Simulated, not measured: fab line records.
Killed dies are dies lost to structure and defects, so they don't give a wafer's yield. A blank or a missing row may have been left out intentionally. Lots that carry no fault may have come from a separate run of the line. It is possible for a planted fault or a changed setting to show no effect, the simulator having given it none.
Problem report, 8D (eight disciplines) form, completed by code | flow berkeleyCmos170 | the parts of the form that need people (team, actions taken, sign-off) are left out

## 1. THE ISSUE
stripTimeToEndpointS at UCB170_ACTIVE_STRIP_16 reads a mean of 18.87 s on 9 wafers of 3 lots; wafers without a fault read 18.09 s with a standard deviation of 0.089. Measured from the usual mean, that is +8.8 standard deviations.
The step: strips in O2.
First observed at day 6 08:22: wafer L898.3, on plasmaAsher-03. The record holds 45 wafers of 15 lots with a number at this step. The rule behind "out" and "out of limits": a value lying over 4 standard deviations away from the usual mean. All remaining wafers that have a number are taken as sound.

## 2. WHAT IT IS; WHAT IT IS NOT
question                    | is                             | is not
which readings at this step | stripTimeToEndpointS           | drypumpMotorCurrentA, oesProductAu
which lots                  | L898, L900, L901               | L889, L890, L891, L892, L893, L894, L895, L906, L907, L910, L911, L912
which wafers of those lots  | all that have a number         | -
read on which tools         | plasmaAsher-01, plasmaAsher-03 | plasmaAsher-04
when                        | from day 6 08:22               | up to then (21 sound wafers); but 15 sound wafers of L906, L907, L910, L911, L912 came after

## 3. SUSPECTS, AND WHAT RULES EACH OUT
Counting: a tool at a process step up to the reading stays a suspect if it ran every lot that is out and no sound lot after the first of them.
- lithoTrack-04 at UCB170_ACTIVE_COAT_08 (resist thk 900 nm): kept. It processed each lot that is out, first L898 at day 6 07:26, and no sound lot thereafter; up to then, the last sound lot it processed was L895 at day 5 11:54.
Left after counting: lithoTrack-04 at UCB170_ACTIVE_COAT_08.

## 4. THE CAUSE (what the simulator had put in)
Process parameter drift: lithoTrack-04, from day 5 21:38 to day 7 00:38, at UCB170_ACTIVE_COAT_08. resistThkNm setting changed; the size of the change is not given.
Only this tool survived the counting.

## 5. THE CHAIN OF EFFECTS, in route order
Rows list readings where the struck wafers' mean (over those with a number) sits beyond 3 standard deviations from the usual. Scope: only readings with a usual standard deviation given in the record; hours: median across lots of the time from each lot's start at the first step in this table that gives one to its start at this step; sigmas: change in usual standard deviations.
hours | step                   | reading              | usual   | on struck wafers | change | sigmas
0     | UCB170_ACTIVE_STRIP_16 | stripTimeToEndpointS | 18.09 s | 18.87            | +0.78  | +8.8
Its process steps:
- UCB170_ACTIVE_STRIP_16: strips in O2.
At these later measuring or inspecting steps, every struck wafer for which the step has a row has a number for every such reading, and none has moved that far: UCB170_PFIELD_TW_MEAS_09.

## 6. WHAT WOULD HAVE CAUGHT IT SOONER
The fault began at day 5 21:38; the first out-of-limits reading in this record came at day 6 08:22, 11 hours later.
Tool readings at UCB170_ACTIVE_COAT_08 with a usual standard deviation given in the record: none out on any struck wafer, hence no alarm at a limit of 4 standard deviations on them.
Lots out: 3; of these, L900, L901 started UCB170_ACTIVE_COAT_08 on lithoTrack-04 after day 6 08:22. A hold on the tool at that time would have spared those 2.
